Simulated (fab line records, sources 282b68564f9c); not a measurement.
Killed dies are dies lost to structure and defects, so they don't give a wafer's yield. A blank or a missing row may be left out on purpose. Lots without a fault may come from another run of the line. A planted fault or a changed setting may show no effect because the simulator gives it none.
Split-lot experiment | flow rit_cmos | 5 lots, 23 wafers read, on a route of 202 steps

THE SPLIT
At RIT_NSD_IMPLANT_08, the setting energy_kev was moved away from the recipe's 25 on 8 of the 23 wafers read, by -3.7% to +4.2%. The other wafers ran this setting at the recipe's value.

The reading is taken at the split's own step.

THE READING
implant.drp_nm (the simulator's own value, which no gauge read), in nm, at RIT_NSD_IMPLANT_08. The file gives no usual value for it.

wafer  | tool, chamber at the split | energy_kev as run | against the recipe | implant.drp_nm, nm | against lot-mates on the recipe
L074.1 | implanter-02, 0            | 25                | recipe             | 14.84              | -
L074.3 | implanter-02, 0            | 25                | recipe             | 14.84              | -
L074.5 | implanter-02, 0            | 25                | recipe             | 14.84              | -
L074.2 | implanter-02, 0            | 24.46             | -2.2%              | 14.64              | -0.20
L074.4 | implanter-02, 0            | 24.46             | -2.2%              | 14.64              | -0.20
L078.1 | implanter-03, 0            | 25                | recipe             | 14.84              | -
L078.3 | implanter-03, 0            | 25                | recipe             | 14.84              | -
L078.4 | implanter-03, 0            | 25                | recipe             | 14.84              | -
L078.5 | implanter-03, 0            | 25                | recipe             | 14.84              | -
L078.6 | implanter-03, 0            | 25                | recipe             | 14.84              | -
L079.1 | implanter-02, 0            | 25                | recipe             | 14.84              | -
L079.5 | implanter-02, 0            | 25                | recipe             | 14.84              | -
L079.2 | implanter-02, 0            | 24.08             | -3.7%              | 14.51              | -0.33
L079.4 | implanter-02, 0            | 24.08             | -3.7%              | 14.51              | -0.33
L079.6 | implanter-02, 0            | 24.08             | -3.7%              | 14.51              | -0.33
L083.1 | implanter-03, 0            | 25                | recipe             | 14.84              | -
L083.4 | implanter-03, 0            | 25                | recipe             | 14.84              | -
L083.2 | implanter-03, 0            | 26.04             | +4.2%              | 15.21              | +0.37
L083.3 | implanter-03, 0            | 26.04             | +4.2%              | 15.21              | +0.37
L083.5 | implanter-03, 0            | 26.04             | +4.2%              | 15.21              | +0.37
L084.2 | implanter-02, 0            | 25                | recipe             | 14.84              | -
L084.4 | implanter-02, 0            | 25                | recipe             | 14.84              | -
L084.6 | implanter-02, 0            | 25                | recipe             | 14.84              | -

THE FIT
A straight line over all 23 wafers: implant.drp_nm changes by +0.0895 nm for each +1% of energy_kev; r = +1.00; the points scatter about the line by 0.002 nm.
The same after taking each lot's own level away (the mean of its wafers on the recipe; 23 wafers): +0.0895 nm for each +1%; r = +1.00; scatter 0.002 nm.
On that fit, the largest move of energy_kev shifts the reading by 0.37 nm.
The lots' own levels span 14.840 to 14.840 nm.
So the lot-to-lot level changes the slope little: the two slopes agree.
Check: with one of the wafers moved furthest among these (+4.2%) left out of the fit, the line predicts +0.372 nm for it against its lot-mates. It came out at +0.37 nm against them.

OTHER SPLITS ON THESE WAFERS
These wafers also went through other splits before the reading. Each is held against what the fit with the lots' levels taken away leaves over:
other split on the same wafers  | wafers away from the commonest value | r with implant.drp_nm (lot level and that fit taken away)
RIT_GATE_OXIDATION_05 ox_time_s | 18                                   | -0.12
RIT_NLDD_SOFTBAKE_02 temp_c     | 9                                    | +0.27
RIT_PLDD_COAT_01 resist_thk_nm  | 11                                   | +0.24
RIT_PLDD_IMPLANT_08 dose_cm2    | 8                                    | +0.42
RIT_NSD_COAT_01 spin_rpm        | 10                                   | -0.07

THE WHOLE CHAIN: every reading that the file lists as answering this split, in the file's order
step               | what it does | reading                                                         | change (the file's fit)                | r (the file's)
RIT_NSD_IMPLANT_08 |              | implant.rp_nm (the simulator's own value, which no gauge read)  | +0.216 nm for each +1% of the setting  | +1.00
RIT_NSD_IMPLANT_08 |              | implant.drp_nm (the simulator's own value, which no gauge read) | +0.0895 nm for each +1% of the setting | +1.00

THE FILE'S OWN FIT
implant.drp_nm changes by +0.0895 nm for each +1% of energy_kev, r = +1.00.
